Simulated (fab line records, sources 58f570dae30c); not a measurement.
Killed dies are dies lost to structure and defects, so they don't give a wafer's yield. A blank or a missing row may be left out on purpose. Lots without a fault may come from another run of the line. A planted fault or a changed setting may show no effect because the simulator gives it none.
A struck lot beside a sound one | flow berkeley_cmos170 | 17 steps out of a route of 331
Sound: wafers L587.2, L587.4, L587.6. Struck: wafers L592.1, L592.2, L592.4. The cause comes at the end.
At each step with rows: each side's tool, then ch and its chambers, then its first start. Under that, the readings that differ: sound wafers | struck wafers | difference of the means | sigmas: that difference in standard deviations of wafers without a fault.
alike: readings whose means differ by less than 2 such deviations, and words and numbers that are the same on both sides. not compared: withheld readings, readings that some wafer has no value for, bounds like >300 that may hide the same value, and numbers for which the record gives no deviation and whose values overlap.
The two part at a step that has a row with sigmas, a row that says differs or no value, or rows on one side only. Numbers that don't overlap but have no deviation are shown without sigmas and don't part them. A reading that every wafer of one side lacks parts them only if that side has two wafers or more.

UCB170_M1_SPUTTER_00: material Al, target thk 600 nm, time 80 s.
  sound on pvd_sputter-04, day 8 22:46; struck on pvd_sputter-04, day 9 20:53
  alike: chamber_pressure_pa, throttle_valve_pct
UCB170_M1_RS_MEAS_01: measures by four-point-probe.
  sound on film_metro-01, day 8 22:51; struck on film_metro-01, day 9 20:56
  alike: M1_AL_RS
UCB170_M1_THK_MEAS_02: measures by xrf.
  sound on film_metro-01, day 8 22:58; struck on film_metro-01, day 9 21:04
  alike: M1_AL_THK
then, 6 steps without rows for these wafers: UCB170_M1_COAT_03; UCB170_M1_COAT_04 (resist thk 900 nm); UCB170_M1_SOFTBAKE_05 (time 60 s); UCB170_M1_EXPOSE_06 (exposes mask METAL1, target cd 700 nm); UCB170_M1_PEB_07; UCB170_M1_DEVELOP_08 (develop time 45 s).
UCB170_M1_CD_MEAS_09: target cd 700 nm.
  sound on cd_sem-01, day 8 23:52; struck on cd_sem-01, day 9 22:11
  reading    | sound             | struck            | difference | sigmas
  cd_nm (nm) | 698.1 698.2 698.0 | 700.4 702.3 700.6 | +3.0       | +2
UCB170_M1_OVL_MEAS_10:
  sound on overlay-01, day 8 23:58; struck on overlay-01, day 9 22:19
  alike: M1_OVL
UCB170_M1_ETCH_11: etches BARC in N2/H2.
  sound on rie_diel-03 ch 0,2, day 9 00:00; struck on rie_diel-02 ch 1,2,3, day 9 22:20
  alike: drypump_motor_current_A, oes_product_au, throttle_valve_pct
UCB170_M1_METAL_ETCH_12: etches Al in Cl2/BCl3, stops on PSG, target depth 780 nm, time 130 s.
  sound on rie_metal-02 ch 0,1, day 9 00:03; struck on rie_metal-02 ch 0,1, day 9 22:23
  reading                             | sound             | struck            | difference | sigmas
  model.KrF_of_M1_COAT_04.thk_nm (nm) | 438.9 432.4 434.9 | 521.4 521.7 524.5 | +87.1      |
  model.M1.cd_nm (nm)                 | 698.1 696.5 697.7 | 708.1 706.2 704.3 | +8.8       |
  alike: drypump_motor_current_A, oes_product_au, throttle_valve_pct
  not compared: rf_hours_counter_h
UCB170_M1_STRIP_13: strips in O2.
  sound on plasma_asher-03 ch 0,1, day 9 00:11; struck on plasma_asher-04 ch 0,1, day 9 22:31
  alike: drypump_motor_current_A, oes_product_au
  not compared: rf_hours_counter_h
UCB170_M1_CD_MEAS_90: target cd 700 nm.
  sound on cd_sem-02, day 9 00:18; struck on cd_sem-02, day 9 22:37
  reading    | sound             | struck            | difference | sigmas
  cd_nm (nm) | 698.2 696.5 697.7 | 707.8 706.2 704.3 | +8.6       | +4
then, 1 step without rows for these wafers: UCB170_M1_ANNEAL_14 (time 1200 s).
UCB170_M3_PROBE_99:
  sound on prober-01, day 9 14:55; struck on prober-01, day 10 12:13
  reading                                        | sound                | struck               | difference | sigmas
  model.etest.m1_comb_over_steps.leak_log10_a_um | -12.74 -12.87 -12.81 | -5.155 -4.992 -4.735 | +7.846     |
  model.etest.ring.quiet_log10_a (angstrom)      | -8.764 -8.806 -8.728 | -3.219 -3.004 -2.871 | +5.735     |
  not compared: model.etest.antenna_m1.vt_shift_v

WHERE THEY PART
First at UCB170_M1_CD_MEAS_09; last, within this record, at UCB170_M1_CD_MEAS_90.

WHY: what the simulator had put in
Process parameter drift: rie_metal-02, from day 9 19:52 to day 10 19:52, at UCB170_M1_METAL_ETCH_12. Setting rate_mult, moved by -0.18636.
